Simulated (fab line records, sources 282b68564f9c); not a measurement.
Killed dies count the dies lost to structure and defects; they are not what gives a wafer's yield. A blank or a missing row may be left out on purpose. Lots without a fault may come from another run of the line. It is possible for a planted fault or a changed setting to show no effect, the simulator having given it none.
Commonality check across tools ; flow rit-cmos ; 42 wafers sampled across 14 lots

## THE REASON FOR OPENING IT
RIT_SDANNEAL_RS_MEAS_04, reading PSD_RS: flagged on 2 of 14 lots. Wafers without a fault read 115.97 ohm/sq, standard deviation 0.28.
Rule: a lot is flagged in two cases, either no wafer of it has a number, or all its wafers with numbers fall more than 4 standard deviations from that mean. All remaining lots are regarded as sound.

lot;measured;on;PSD_RS (ohm/sq), wafer by wafer;flag
L944;day 3 10:35;film-metro-03;115.48 115.70 115.67;
L945;day 3 15:55;film-metro-03;115.98 116.03 116.22;
L946;day 3 21:59;film-metro-01;115.62 116.07 115.90;
L947;day 4 05:30;film-metro-01;115.87 115.81 115.71;
L949;day 4 13:52;film-metro-03;116.50 116.33 116.78;
L950;day 4 17:35;film-metro-01;116.21 115.87 115.91;
L951;day 4 20:04;film-metro-01;116.01 115.91 116.29;
L952;day 5 05:20;film-metro-04;115.86 116.01 115.39;
L953;day 5 10:38;film-metro-04;116.00 115.87 116.18;
L957;day 6 13:53;film-metro-03;116.02 115.97 115.79;
L961;day 7 14:16;film-metro-03;109.71 109.56 109.66;FLAGGED
L963;day 7 21:53;film-metro-01;109.66 109.87 109.65;FLAGGED
L966;day 8 15:26;film-metro-04;115.86 116.06 115.63;
L965;day 8 15:54;film-metro-01;116.16 115.82 116.33;
Average over the flagged lots: 109.69 ohm/sq; offset from the usual -6.28 ohm/sq, equal to -22 standard deviations.

## WHICH TOOL RAN EACH LOT
The record keeps 1 process step preceding the reading, out of 202 steps on the route. Every cell lists first the tool, next ch and the chambers used by the sampled wafers, and last the start.
lot;flag;RIT_PSD_IMPLANT_08
L944;;implanter-04 ch 0, day 3 09:46
L945;;implanter-03 ch 0, day 3 15:07
L946;;implanter-04 ch 0, day 3 21:10
L947;;implanter-03 ch 0, day 4 04:41
L949;;implanter-01 ch 0, day 4 13:04
L950;;implanter-03 ch 0, day 4 16:46
L951;;implanter-03 ch 0, day 4 19:16
L952;;implanter-04 ch 0, day 5 04:31
L953;;implanter-01 ch 0, day 5 09:50
L957;;implanter-04 ch 0, day 6 13:04
L961;FLAGGED;implanter-04 ch 0, day 7 13:28
L963;FLAGGED;implanter-04 ch 0, day 7 21:05
L966;;implanter-01 ch 0, day 8 14:37
L965;;implanter-01 ch 0, day 8 15:05
What these steps do:
- RIT_PSD_IMPLANT_08
- RIT_SDANNEAL_RS_MEAS_04: measures by four-point-probe.

## FLAGGED OVER TOTAL, TOOL BY TOOL (the gauges that took the reading come last)
step;tool;lots run;flagged;share of the flagged lots;sound lots run after its first flagged lot
RIT_PSD_IMPLANT_08;implanter-01;4;0;none;-
RIT_PSD_IMPLANT_08;implanter-03;4;0;none;-
RIT_PSD_IMPLANT_08;implanter-04;6;2;all;0
RIT_SDANNEAL_RS_MEAS_04;film-metro-01;6;1;some;1 (L965)
RIT_SDANNEAL_RS_MEAS_04;film-metro-03;5;1;some;0
RIT_SDANNEAL_RS_MEAS_04;film-metro-04;3;0;none;-

## WHAT THE TABLE PERMITS
All flagged lots share 1 row of the table, namely implanter-04 at RIT_PSD_IMPLANT_08.
- implanter-04 at RIT_PSD_IMPLANT_08: 2 of its 6 lots flagged. Last sound lot L957 at day 6 13:04, first flagged lot L961 at day 7 13:28; a fault beginning in between fits. Its own readings (beam-on-s, dose-ions-cm2) fall more than 4 standard deviations out on all wafers of the flagged lots.
Left over: one tool, implanter-04 at RIT_PSD_IMPLANT_08.

## WHAT THE SIMULATOR HAD PUT IN
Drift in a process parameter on implanter-04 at RIT_PSD_IMPLANT_08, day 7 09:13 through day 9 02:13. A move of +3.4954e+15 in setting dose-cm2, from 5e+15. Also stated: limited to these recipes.
Lots struck among those shown: L961, L963. The same result came from the rule above.
